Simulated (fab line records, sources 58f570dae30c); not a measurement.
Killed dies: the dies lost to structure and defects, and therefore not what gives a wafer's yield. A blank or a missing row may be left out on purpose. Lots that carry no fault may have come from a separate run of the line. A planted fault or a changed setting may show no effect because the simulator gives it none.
The tool behind it: which one? -- flow berkeleyCmos170 -- 14 lots, 42 wafers sampled, at 2 steps of a route of 331

## WHAT THE GAUGES SHOWED, per wafer
UCB170_PWELL_THK_MEAS_06. Usual: for PWELL_NITRIDE_THK the level is 219.9 nm and the standard deviation is 2.3.
lot,measured,on,PWELL_NITRIDE_THK (nm),flag
L464,day 2 21:26,filmMetro-04,219.3 219.8 220.0,
L465,day 3 03:57,filmMetro-02,220.0 220.3 219.4,
L466,day 3 14:20,filmMetro-01,220.3 222.1 220.7,
L467,day 3 14:22,filmMetro-04,224.4 224.9 223.3,
L468,day 3 14:20,filmMetro-02,225.8 222.9 223.9,
L470,day 3 21:25,filmMetro-04,376.6 376.2 375.6,OFF
L469,day 3 23:22,filmMetro-02,375.8 376.0 375.8,OFF
L480,day 6 14:26,filmMetro-04,217.0 218.4 217.7,
L481,day 6 22:01,filmMetro-04,217.1 217.7 217.1,
L482,day 6 22:00,filmMetro-02,221.1 220.7 221.7,
L484,day 7 14:58,filmMetro-02,222.7 220.8 221.2,
L485,day 7 20:07,filmMetro-01,216.0 217.1 216.8,
L486,day 7 20:08,filmMetro-02,216.6 217.5 217.1,
L487,day 7 20:11,filmMetro-04,221.2 220.2 220.5,

## EACH LOT AND THE TOOL THAT RAN IT (in order: tool; ch and the chambers of the sampled wafers; start)
lot,UCB170_PWELL_CVD_05
L464,"lpcvd-02 ch 0, day 2 19:31"
L465,"lpcvd-02 ch 0, day 3 02:01"
L466,"lpcvd-01 ch 0, day 3 11:28"
L467,"lpcvd-01 ch 0, day 3 11:28"
L468,"lpcvd-01 ch 0, day 3 11:28"
L470,"lpcvd-01 ch 0, day 3 19:29"
L469,"lpcvd-01 ch 0, day 3 21:25"
L480,"lpcvd-02 ch 1, day 6 12:31"
L481,"lpcvd-01 ch 1, day 6 20:04"
L482,"lpcvd-01 ch 1, day 6 20:04"
L484,"lpcvd-02 ch 0, day 7 13:03"
L485,"lpcvd-01 ch 1, day 7 18:13"
L486,"lpcvd-01 ch 0, day 7 18:13"
L487,"lpcvd-01 ch 0, day 7 18:13"
- UCB170_PWELL_CVD_05: deposits Si3N4 from SiH2Cl2/NH3, target thk 220 nm, time 3300 s.

## WHAT THE TOOLS THEMSELVES READ (means of the sampled wafers that have a number; where no wafer has one, the mark that the record gives instead)
UCB170_PWELL_CVD_05. Usual: spikeTcCentreC 802.3 C, standard deviation 1.8; spikeTcLoadC 824.4 C, standard deviation 1.9; spikeTcSourceC 823.1 C, standard deviation 1.9; susceptorTempC 800.0 C, standard deviation 0.34; zonePowerLoadPct 18.4 %, standard deviation 0.86; zonePowerSourcePct 21.3 %, standard deviation 0.81.
lot,tool,spikeTcCentreC (C),spikeTcLoadC (C),spikeTcSourceC (C),susceptorTempC (C),zonePowerLoadPct (%),zonePowerSourcePct (%),flag
L464,lpcvd-02,799.1,824.8,823.9,800.5,17.3,21.6,
L465,lpcvd-02,800.6,825.0,823.7,800.2,17.3,21.5,
L466,lpcvd-01,802.6,825.3,822.7,800.4,19.1,20.9,
L467,lpcvd-01,802.6,825.0,821.8,799.6,19.1,20.8,
L468,lpcvd-01,802.0,825.1,820.9,800.3,19.1,21.0,
L470,lpcvd-01,891.6,915.5,912.5,889.0,24.0,26.1,OFF
L469,lpcvd-01,892.5,916.2,913.3,889.5,24.4,26.3,OFF
L480,lpcvd-02,803.7,827.1,824.1,800.1,19.6,19.7,
L481,lpcvd-01,804.1,822.1,824.9,799.8,18.4,22.6,
L482,lpcvd-01,803.9,821.2,826.2,799.9,18.3,22.5,
L484,lpcvd-02,800.5,825.0,823.1,800.1,17.2,21.6,
L485,lpcvd-01,803.8,822.4,825.1,799.7,18.3,22.6,
L486,lpcvd-01,802.9,824.6,821.3,799.6,19.3,20.9,
L487,lpcvd-01,803.0,825.3,820.1,799.9,19.4,20.9,

## THE ANSWER, worked out from the rows above alone
Rule: a lot counts as off when the mean over its wafers that have a number is more than 3 standard deviations away from the usual mean. Also off: a lot with no number at a reading for which 4 or more lots have one. Where the step has rows for the other lots, those lots are counted as sound. After the gauges, taken in route order, come the tools' own readings; for these a lot's mean is taken, as printed above. The first step at which some lot is off is used, and at that step the reading that is off furthest; a lot without a number counts as furthest.
Off: L470, L469, seen at UCB170_PWELL_THK_MEAS_06 (PWELL_NITRIDE_THK).
A tool fits if, at a process step before that reading, it ran every lot that is off, and no sound lot after the first of them. The gauges at UCB170_PWELL_THK_MEAS_06 aren't tried: what is off there is off at UCB170_PWELL_CVD_05 too, on other tools, and a gauge's error can't cause that. None of those tried fits.

## WHAT THE SIMULATOR PUT IN
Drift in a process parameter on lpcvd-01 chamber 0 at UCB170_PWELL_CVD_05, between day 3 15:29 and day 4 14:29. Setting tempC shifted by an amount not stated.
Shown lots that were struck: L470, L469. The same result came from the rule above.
